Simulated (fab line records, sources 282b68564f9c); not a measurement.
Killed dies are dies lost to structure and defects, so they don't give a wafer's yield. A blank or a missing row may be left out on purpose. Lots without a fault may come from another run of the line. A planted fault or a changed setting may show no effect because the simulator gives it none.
Tool commonality check | flow rit_cmos | 14 lots, 42 wafers sampled

WHY IT WAS OPENED
At RIT_SPACER_THK_MEAS_04 the reading SPACER_NITRIDE_THK is flagged on 2 of 14 lots. Wafers without a fault read 249.2 nm, standard deviation 2.5.
Rule: a lot is flagged when every wafer of it that has a number lies more than 4 standard deviations from that mean, or none has a number. The other lots count as sound.

lot  | measured    | on            | SPACER_NITRIDE_THK (nm), wafer by wafer | flag
L858 | day 2 23:26 | film_metro-02 | 246.8 246.1 246.7                       |
L861 | day 3 16:08 | film_metro-01 | 248.3 246.4 247.4                       |
L862 | day 3 18:17 | film_metro-02 | 250.3 249.3 248.6                       |
L863 | day 4 00:36 | film_metro-02 | 249.0 245.7 245.1                       |
L864 | day 4 05:49 | film_metro-01 | 252.1 248.6 250.4                       |
L865 | day 4 12:04 | film_metro-01 | 248.1 245.9 248.5                       |
L866 | day 4 15:49 | film_metro-03 | 248.1 248.5 249.3                       |
L868 | day 5 00:58 | film_metro-01 | 268.2 268.4 268.8                       | FLAGGED
L869 | day 5 06:33 | film_metro-03 | 265.4 264.1 265.2                       | FLAGGED
L872 | day 5 22:45 | film_metro-03 | 249.9 250.6 250.8                       |
L873 | day 6 05:00 | film_metro-02 | 250.3 250.2 250.1                       |
L874 | day 6 08:05 | film_metro-01 | 249.0 248.3 249.2                       |
L877 | day 6 21:32 | film_metro-02 | 246.2 244.6 247.8                       |
L879 | day 7 08:53 | film_metro-02 | 250.7 250.0 249.7                       |
The numbers of the flagged lots are 266.7 nm on average: +17.5 nm against the usual, or +7 standard deviations.

WHICH TOOL RAN EACH LOT
The record holds 1 process step before the reading, out of a route of 202 steps. In each cell: the tool, then ch and the chambers that the sampled wafers went through, then the start.
lot  | flag    | RIT_SPACER_CVD_03
L858 |         | lpcvd-01 ch 0, day 2 21:29
L861 |         | lpcvd-02 ch 1, day 3 13:15
L862 |         | lpcvd-01 ch 1, day 3 16:22
L863 |         | lpcvd-02 ch 1, day 3 21:43
L864 |         | lpcvd-01 ch 1, day 4 03:53
L865 |         | lpcvd-02 ch 1, day 4 09:11
L866 |         | lpcvd-01 ch 0, day 4 13:54
L868 | FLAGGED | lpcvd-01 ch 0, day 4 23:02
L869 | FLAGGED | lpcvd-01 ch 1, day 5 04:38
L872 |         | lpcvd-02 ch 1, day 5 18:26
L873 |         | lpcvd-02 ch 0, day 6 02:08
L874 |         | lpcvd-02 ch 1, day 6 05:12
L877 |         | lpcvd-02 ch 1, day 6 18:39
L879 |         | lpcvd-02 ch 1, day 7 05:59
What these steps do:
- RIT_SPACER_CVD_03: deposits Si3N4 from SiH2Cl2/NH3, target thk 250 nm, time 3300 s.
- RIT_SPACER_THK_MEAS_04

FLAGGED OVER TOTAL, TOOL BY TOOL (the gauges that took the reading come last)
step                   | tool          | lots run | flagged | share of the flagged lots | sound lots run after its first flagged lot
RIT_SPACER_CVD_03      | lpcvd-01      | 6        | 2       | all                       | 0
RIT_SPACER_CVD_03      | lpcvd-02      | 8        | 0       | none                      | -
RIT_SPACER_THK_MEAS_04 | film_metro-01 | 5        | 1       | some                      | 1 (L874)
RIT_SPACER_THK_MEAS_04 | film_metro-02 | 6        | 0       | none                      | -
RIT_SPACER_THK_MEAS_04 | film_metro-03 | 3        | 1       | some                      | 1 (L872)

WHAT THE TABLE ALLOWS
1 row of the table ran every flagged lot: lpcvd-01 at RIT_SPACER_CVD_03.
- lpcvd-01 at RIT_SPACER_CVD_03: 2 of its 6 lots flagged. Its last sound lot is L866 (day 4 13:54), its first flagged lot L868 (day 4 23:02): a fault that began between those two fits.
One tool is left: lpcvd-01 at RIT_SPACER_CVD_03.

WHAT THE SIMULATOR HAD PUT IN
Process parameter drift: lpcvd-01, from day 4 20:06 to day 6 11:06, at RIT_SPACER_CVD_03. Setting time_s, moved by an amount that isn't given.
Lots struck among those shown: L868, L869. The rule above found the same.
